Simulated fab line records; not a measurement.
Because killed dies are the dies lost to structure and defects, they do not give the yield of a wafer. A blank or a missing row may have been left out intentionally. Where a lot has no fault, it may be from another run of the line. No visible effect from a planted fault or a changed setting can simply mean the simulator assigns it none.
Which of the tools did it? | flow rit cmos | 14 lots, 42 wafers sampled, at 4 steps of a route of 202

## WHAT EACH GAUGE READ, for each wafer
RIT_ACTIVE_BOW_MEAS_00.
lot  | measured    | on            | INCOMING_BOW (um)
L935 | day 1 15:04 | film metro-02 | -1 2 0
L936 | day 1 20:00 | film metro-04 | 3 -8 1
L939 | day 2 11:00 | film metro-02 | 11 2 5
L941 | day 2 21:00 | film metro-04 | -1 5 -2
L942 | day 3 02:01 | film metro-01 | 0 3 1
L943 | day 3 07:01 | film metro-04 | -2 -20 10
L944 | day 3 12:01 | film metro-04 | 2 6 -2
L945 | day 3 17:00 | film metro-01 | 8 -5 9
L946 | day 3 22:00 | film metro-01 | 0 4 -11
L947 | day 4 03:00 | film metro-02 | 2 0 -1
L948 | day 4 08:00 | film metro-01 | -16 -7 14
L949 | day 4 13:01 | film metro-01 | 5 3 -4
L950 | day 4 18:00 | film metro-02 | 4 0 -1
L957 | day 6 05:00 | film metro-04 | -5 -5 -1

RIT_WELLDRIVE_RS_MEAS_02: measures by four-point-probe.
lot  | measured    | on            | PWELL_RS (ohm/sq)
L935 | day 2 10:40 | film metro-04 | 432.8 430.0 430.2
L936 | day 2 16:59 | film metro-02 | 430.4 430.3 429.9
L939 | day 3 08:13 | film metro-03 | 430.7 429.8 430.8
L941 | day 3 17:38 | film metro-02 | 427.5 427.2 427.1
L942 | day 3 22:43 | film metro-02 | 428.4 428.3 428.4
L943 | day 4 01:48 | film metro-02 | 427.0 427.4 427.8
L944 | day 4 09:17 | film metro-02 | 429.5 428.9 428.8
L945 | day 4 13:31 | film metro-03 | 428.2 428.1 429.2
L946 | day 4 18:37 | film metro-03 | 430.4 430.5 429.8
L947 | day 5 00:18 | film metro-03 | 430.6 429.5 429.5
L948 | day 5 04:44 | film metro-04 | 429.7 429.8 427.7
L949 | day 5 07:41 | film metro-04 | 429.1 429.7 428.9
L950 | day 5 14:56 | film metro-04 | 430.7 430.0 430.6
L957 | day 7 05:59 | film metro-03 | 429.6 431.0 431.1

RIT_GATE_OVL_MEAS_17.
lot  | measured    | on         | GATE_OVL (nm)
L935 | day 2 19:40 | overlay-02 | -2.7 -3.3 -3.1
L936 | day 3 02:14 | overlay-02 | -1.3 -1.0 -1.8
L939 | day 3 16:05 | overlay-02 | -2.0 -1.0 0.0
L941 | day 4 05:02 | overlay-01 | -4.1 -4.6 -1.8
L942 | day 4 06:33 | overlay-01 | -3.1 -3.7 -4.1
L943 | day 4 11:18 | overlay-01 | -1.5 0.4 -0.3
L944 | day 4 19:14 | overlay-01 | -0.6 -0.6 -0.5
L945 | day 4 21:34 | overlay-02 | -2.4 -1.2 -2.0
L946 | day 5 04:36 | overlay-02 | -2.8 -0.7 -1.4
L947 | day 5 09:42 | overlay-01 | -2.6 -2.3 -3.2
L948 | day 5 12:37 | overlay-01 | -0.8 -2.4 -1.4
L949 | day 5 16:38 | overlay-02 | 0.6 0.2 -0.6
L950 | day 5 23:23 | overlay-02 | -1.7 -2.9 -3.2
L957 | day 7 17:20 | overlay-02 | -0.4 -2.1 -1.2

## WHAT TOOL EACH LOT RAN ON (gives the tool, then ch and the chambers of the sampled wafers, and finally the start)
lot  | RIT_ACTIVE_CLEAN_15
L935 | wet bench-02 ch 1, day 1 21:08
L936 | wet bench-04 ch 0, day 2 01:20
L939 | wet bench-04 ch 1, day 2 16:36
L941 | wet bench-04 ch 0, day 3 03:42
L942 | wet bench-03 ch 3, day 3 07:18
L943 | wet bench-02 ch 0, day 3 13:14
L944 | wet bench-04 ch 1, day 3 17:16
L945 | wet bench-02 ch 2, day 3 23:11
L946 | wet bench-03 ch 0, day 4 04:29
L947 | wet bench-03 ch 3, day 4 08:08
L948 | wet bench-03 ch 1, day 4 14:10
L949 | wet bench-02 ch 3, day 4 18:58
L950 | wet bench-04 ch 3, day 4 23:41
L957 | wet bench-04 ch 1, day 6 11:04
- RIT_ACTIVE_CLEAN_15: cleans in SC1, time 600 s.

## AS READ BY THE TOOLS THEMSELVES (means over the sampled wafers that have a number; for cases with no such wafer, the mark the record gives instead)
RIT_ACTIVE_CLEAN_15.
lot  | tool         | bath guard temp C (C) | bath heat duty pct (%)
L935 | wet bench-02 | 75.4                  | 17.4
L936 | wet bench-04 | 74.4                  | 16.5
L939 | wet bench-04 | 75.9                  | 12.7
L941 | wet bench-04 | 74.6                  | 15.7
L942 | wet bench-03 | 74.2                  | 17.5
L943 | wet bench-02 | 75.8                  | 18.2
L944 | wet bench-04 | 75.7                  | 12.7
L945 | wet bench-02 | 75.9                  | 15.7
L946 | wet bench-03 | 74.2                  | 16.0
L947 | wet bench-03 | 74.4                  | 17.9
L948 | wet bench-03 | -                     | -
L949 | wet bench-02 | -                     | -
L950 | wet bench-04 | 74.8                  | 14.1
L957 | wet bench-04 | 76.0                  | 13.5

## THE ANSWER, worked out from the rows above alone
Rule: the usual values come from the lots themselves. The widest of any qualifying gaps counts: lots, ordered by their means at a reading, are off when they make up no more than a third of the lots, leave a main group of 4 or more, and stand apart from it by 3 or more times the standard deviation of that group's means. If all means in a main group match to the digits the tables above print for the reading, that group is not used. A lot without any number at a reading at which 4 lots or more have one is off too. Where the step has rows for the other lots, those lots are counted as sound. Order of review: gauges by route order, followed by the tools' own readings, for which a lot's mean as printed above is used. The first step at which some lot is off is used, and at that step the reading that is off furthest; a lot without a number counts as furthest.
Off at RIT_ACTIVE_CLEAN_15 (bath guard temp C): L948, L949. Without a number there: L948, L949. Mean 75.1 C and standard deviation 0.71 in the main group.
A tool fits if, at that step or a process step before it, it ran every lot that is off, and no sound lot after the first of them. No candidate that was tried fits.

## WHAT THE SIMULATOR HAD PUT IN
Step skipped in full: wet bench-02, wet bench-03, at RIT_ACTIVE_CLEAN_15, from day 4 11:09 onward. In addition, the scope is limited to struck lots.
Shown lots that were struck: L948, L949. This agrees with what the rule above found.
